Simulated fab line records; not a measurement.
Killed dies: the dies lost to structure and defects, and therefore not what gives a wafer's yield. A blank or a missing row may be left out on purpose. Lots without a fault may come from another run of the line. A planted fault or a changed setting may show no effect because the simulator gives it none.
The same fault as seen by 2 desks :: flow berkeley_cmos170 :: each desk holds nothing but its own numbers, with what lay behind them at the end

## AT THE TOOL OWNER'S DESK: krf_scanner-01
The tool's own readings at UCB170_GATE_EXPOSE_09 (exposes mask POLY, target cd 350 nm): means of the sampled wafers that have a number, for each lot that ran on this tool. Marked OUT: a lot whose mean sits more than 4 standard deviations from the usual mean, which makes it out of limits; the brackets give that distance.
Columns: A = exposure_dose_mJ_cm2 at UCB170_GATE_EXPOSE_09, usual 20.993
lot: L663
first seen here: day 7 17:23
A: 20.988

lot: L665
first seen here: day 7 17:32
A: 21.000

lot: L664
first seen here: day 7 18:16
A: 21.006

lot: L667
first seen here: day 8 13:02
A: 20.993

lot: L666
first seen here: day 8 13:09
A: 21.014

lot: L676
first seen here: day 10 23:26
A: 20.477 (-21) OUT
This desk finds L676 out of limits, L676 being first, at day 10 23:26 (exposure_dose_mJ_cm2 at UCB170_GATE_EXPOSE_09). L663, L665, L664, L667, L666 stayed within limits.

## FROM THE METROLOGY DESK
What the gauges read, lot by lot, whatever tool the lot ran on: means of the sampled wafers that have a number. Marked OUT: a lot whose mean sits more than 4 standard deviations from the usual mean, which makes it out of limits; the brackets give that distance.
Columns: A = cd_nm at UCB170_GATE_CD_MEAS_12, usual 349.8 nm
lot: L663
first seen here: day 7 17:50
A: 350.6

lot: L665
first seen here: day 7 18:05
A: 351.0

lot: L662
first seen here: day 7 18:20
A: 351.0

lot: L664
first seen here: day 7 18:39
A: 351.1

lot: L667
first seen here: day 8 13:46
A: 349.8

lot: L666
first seen here: day 8 13:47
A: 350.3

lot: L676
first seen here: day 10 23:51
A: 324.0 (-20) OUT

lot: L680
first seen here: day 11 16:14
A: 347.9

lot: L681
first seen here: day 12 04:13
A: 349.8

lot: L685
first seen here: day 12 04:19
A: 348.4
This desk finds L676 out of limits, L676 being first, at day 10 23:51 (cd_nm at UCB170_GATE_CD_MEAS_12). L663, L665, L662, L664, L667, L666, L680, L681, L685 stayed within limits.

## ALL TOGETHER
An alarm could have come from the tool owner's desk at day 10 23:26, on L676.
At day 10 23:51 the metrology desk could have sounded an alarm, on L676.
The lots listed all ran UCB170_GATE_EXPOSE_09 on krf_scanner-01.

## WHAT THE SIMULATOR HAD PUT IN
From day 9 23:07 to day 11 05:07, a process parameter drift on krf_scanner-01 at UCB170_GATE_EXPOSE_09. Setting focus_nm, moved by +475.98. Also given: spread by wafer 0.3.
Lots struck among those shown: L676.
Counting hours from when the fault started, the first reading out of limits came at 24 for the tool owner's desk and at 25 for the metrology desk.
